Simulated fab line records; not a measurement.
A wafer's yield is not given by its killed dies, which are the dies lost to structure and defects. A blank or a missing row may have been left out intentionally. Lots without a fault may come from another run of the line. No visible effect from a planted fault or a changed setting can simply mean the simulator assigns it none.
Which tool was responsible? ; flow berkeley_cmos170 ; 15 lots, 45 wafers sampled, at 5 steps of a route of 331

== WHAT EACH GAUGE READ, for each wafer ==
UCB170_NVT_TW_MEAS_09. Usual: NVT_TW 524.7, standard deviation 2.9.
lot;measured;on;NVT_TW;flag
L636;day 5 09:59;film_metro-03;519.2 526.8 523.0;
L637;day 5 09:31;film_metro-02;530.3 527.6 524.7;
L638;day 5 21:06;film_metro-01;520.1 523.9 521.8;
L640;day 6 08:29;film_metro-01;528.9 527.5 524.8;
L641;day 6 08:44;film_metro-03;523.7 523.7 526.8;
L644;day 7 06:21;film_metro-03;526.2 528.3 525.7;
L642;day 7 06:37;film_metro-03;524.5 529.1 524.3;
L645;day 7 06:07;film_metro-02;526.4 524.1 526.9;
L643;day 7 06:22;film_metro-02;523.5 524.1 528.1;
L647;day 7 23:58;film_metro-01;525.2 525.6 524.3;
L652;day 8 17:59;film_metro-02;524.5 524.6 525.3;
L656;day 9 19:08;film_metro-02;519.6 523.5 521.7;
L653;day 9 19:26;film_metro-02;524.7 521.6 524.3;
L658;day 10 07:40;film_metro-03;524.9 525.8 526.8;
L659;day 10 19:08;film_metro-03;526.0 526.1 522.2;

UCB170_PVT_TW_MEAS_09. Usual: PVT_TW 508, standard deviation 3.3.
lot;measured;on;PVT_TW;flag
L636;day 5 11:58;film_metro-01;508 506 506;
L637;day 5 11:16;film_metro-02;513 513 507;
L638;day 6 03:11;film_metro-04;502 505 502;
L640;day 6 09:52;film_metro-01;510 508 509;
L641;day 6 10:09;film_metro-01;509 508 510;
L644;day 7 08:06;film_metro-01;510 512 505;
L642;day 7 08:29;film_metro-01;510 508 509;
L645;day 7 08:02;film_metro-02;512 512 510;
L643;day 7 08:13;film_metro-02;514 513 513;
L647;day 8 01:20;film_metro-04;501 505 503;
L652;day 8 19:41;film_metro-01;1041 1048 1047;OFF
L656;day 9 22:50;film_metro-02;1047 1040 1046;OFF
L653;day 9 23:23;film_metro-01;1046 1045 1050;OFF
L658;day 10 10:59;film_metro-04;508 506 504;
L659;day 10 20:39;film_metro-01;512 513 513;

UCB170_GATE_THK_MEAS_02. Usual: GATE_OXIDE_THK 6.55 nm, standard deviation 0.11.
lot;measured;on;GATE_OXIDE_THK (nm);flag
L636;day 5 17:10;film_metro-03;6.41 6.50 6.56;
L637;day 5 17:11;film_metro-02;6.45 6.64 6.65;
L638;day 6 07:17;film_metro-04;6.57 6.49 6.62;
L640;day 6 12:54;film_metro-03;6.60 6.50 6.46;
L641;day 6 12:57;film_metro-04;6.48 6.48 6.46;
L644;day 7 14:26;film_metro-04;6.55 6.57 6.55;
L642;day 7 14:20;film_metro-04;6.49 6.42 6.58;
L645;day 7 14:16;film_metro-04;6.47 6.45 6.41;
L643;day 7 14:22;film_metro-04;6.68 6.72 6.56;
L647;day 8 06:58;film_metro-03;6.73 6.71 6.47;
L652;day 9 00:28;film_metro-02;6.58 6.60 6.51;
L656;day 10 05:41;film_metro-02;6.49 6.38 6.49;
L653;day 10 05:39;film_metro-02;6.63 6.58 6.64;
L658;day 10 16:34;film_metro-04;6.59 6.58 6.52;
L659;day 11 04:32;film_metro-03;6.75 6.66 6.69;

== TOOL THAT RAN EACH LOT (tool first, then ch and the chambers of the sampled wafers, then the start) ==
lot;UCB170_PFIELD_STRIP_08;UCB170_PVT_IMPLANT_07
L636;plasma_asher-03 ch 0,1, day 4 07:29;implanter-02 ch 0, day 5 11:43
L637;plasma_asher-02 ch 1, day 4 07:43;implanter-04 ch 0, day 5 11:02
L638;plasma_asher-03 ch 0,1, day 4 19:38;implanter-02 ch 0, day 6 02:56
L640;plasma_asher-03 ch 0,1, day 5 05:19;implanter-01 ch 0, day 6 09:39
L641;plasma_asher-04 ch 0,1, day 5 05:26;implanter-02 ch 0, day 6 09:56
L644;plasma_asher-03 ch 0,1, day 6 02:49;implanter-02 ch 0, day 7 07:52
L642;plasma_asher-03 ch 0,1, day 6 03:24;implanter-01 ch 0, day 7 08:17
L645;plasma_asher-02 ch 0,1, day 6 03:28;implanter-01 ch 0, day 7 07:49
L643;plasma_asher-04 ch 0,1, day 6 03:34;implanter-04 ch 0, day 7 07:58
L647;plasma_asher-03 ch 0,1, day 6 15:05;implanter-04 ch 0, day 8 01:05
L652;plasma_asher-02 ch 0,1, day 7 11:05;implanter-04 ch 0, day 8 19:28
L656;plasma_asher-03 ch 0,1, day 8 10:48;implanter-04 ch 0, day 9 22:35
L653;plasma_asher-02 ch 0,1, day 8 10:55;implanter-04 ch 0, day 9 23:10
L658;plasma_asher-02 ch 0,1, day 8 17:58;implanter-02 ch 0, day 10 10:45
L659;plasma_asher-03 ch 0,1, day 9 07:25;implanter-01 ch 0, day 10 20:26
- UCB170_PFIELD_STRIP_08: strips in O2.
- UCB170_PVT_IMPLANT_07

== AS READ BY THE TOOLS THEMSELVES (means over the sampled wafers that have a number; for cases with no such wafer, the mark the record gives instead) ==
UCB170_PFIELD_STRIP_08. Usual: drypump_motor_current_A 5.60 A, standard deviation 0.27; oes_product_au 0.734 a.u., standard deviation 0.0041; strip_time_to_endpoint_s 21.66 s, standard deviation 0.065.
lot;tool;drypump_motor_current_A (A);oes_product_au (a.u.);strip_time_to_endpoint_s (s);flag
L636;plasma_asher-03;5.83;0.733;21.71;
L637;plasma_asher-02;5.71;0.735;21.59;
L638;plasma_asher-03;5.77;0.733;21.70;
L640;plasma_asher-03;5.72;0.735;21.58;
L641;plasma_asher-04;5.12;0.736;21.56;
L644;plasma_asher-03;5.78;0.734;21.67;
L642;plasma_asher-03;5.75;0.737;21.68;
L645;plasma_asher-02;5.65;0.736;21.74;
L643;plasma_asher-04;5.11;0.735;21.73;
L647;plasma_asher-03;5.81;0.736;21.64;
L652;plasma_asher-02;5.67;0.735;21.66;
L656;plasma_asher-03;5.74;0.737;21.72;
L653;plasma_asher-02;5.66;0.733;21.75;
L658;plasma_asher-02;5.68;0.737;21.61;
L659;plasma_asher-03;5.83;0.735;21.54;

UCB170_PVT_IMPLANT_07. Usual: dose_ions_cm2 1.9997e+12, standard deviation 2.2e+09; end_station_pressure_torr 5e-06 Torr, standard deviation 2.8e-07; faraday_current_uA 6.36, standard deviation 0.13.
lot;tool;dose_ions_cm2;end_station_pressure_torr (Torr);faraday_current_uA;flag
L636;implanter-02;2.0022e+12;5e-06;6.27;
L637;implanter-04;1.9975e+12;5e-06;6.27;
L638;implanter-02;1.9966e+12;5e-06;6.49;
L640;implanter-01;1.9971e+12;5e-06;6.33;
L641;implanter-02;1.9997e+12;5e-06;6.23;
L644;implanter-02;1.9982e+12;5e-06;6.32;
L642;implanter-01;2.0011e+12;5e-06;6.38;
L645;implanter-01;2.0011e+12;5e-06;6.31;
L643;implanter-04;2.0010e+12;5e-06;6.22;
L647;implanter-04;1.9994e+12;5e-06;6.31;
L652;implanter-04;1.9999e+13;5e-06;63.79;OFF
L656;implanter-04;2.0001e+13;5e-06;63.97;OFF
L653;implanter-04;2.0004e+13;5e-06;62.44;OFF
L658;implanter-02;1.9997e+12;5e-06;6.40;
L659;implanter-01;1.9974e+12;5e-06;6.42;

== THE ANSWER, worked out from the rows above alone ==
Rule: lot off if the mean of its wafers having a number is beyond 3 standard deviations from the usual mean. Also off: a lot with no number at a reading for which 4 or more lots have one. Any other lot the step has rows for is counted as sound. First the gauges in route order, then the tools' own readings, where a lot's mean is used as printed above. The first step at which some lot is off is used, and at that step the reading that is off furthest; a lot without a number counts as furthest.
Off: at UCB170_PVT_TW_MEAS_09 (PVT_TW), L652, L656, L653.
If a tool, at a process step before that reading, ran all the lots that are off and no sound lot after the first of them, it fits. The gauges at UCB170_PVT_TW_MEAS_09 aren't tried: what is off there is off at UCB170_PVT_IMPLANT_07 too, on other tools, and a gauge's error can't cause that. One fits: implanter-04 at UCB170_PVT_IMPLANT_07. A fault onset in the window from L647 (day 8 01:05, its last sound lot) to L652 (day 8 19:28, its first lot off) fits.
The tool's own readings at UCB170_PVT_IMPLANT_07 bear it out: on the lots that are off they differ by more than 5 times the standard deviation of the sound lots' means. dose_ions_cm2 reads 2.0001e+13 there against 1.9992e+12 on the sound lots; faraday_current_uA reads 63.40 there against 6.33 on the sound lots.

== WHAT THE SIMULATOR HAD INSERTED ==
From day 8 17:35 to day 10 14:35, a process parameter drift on implanter-04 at UCB170_PVT_IMPLANT_07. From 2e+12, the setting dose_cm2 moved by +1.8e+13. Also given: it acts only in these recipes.
Struck lots among those shown: L652, L656, L653. The rule above found the same.
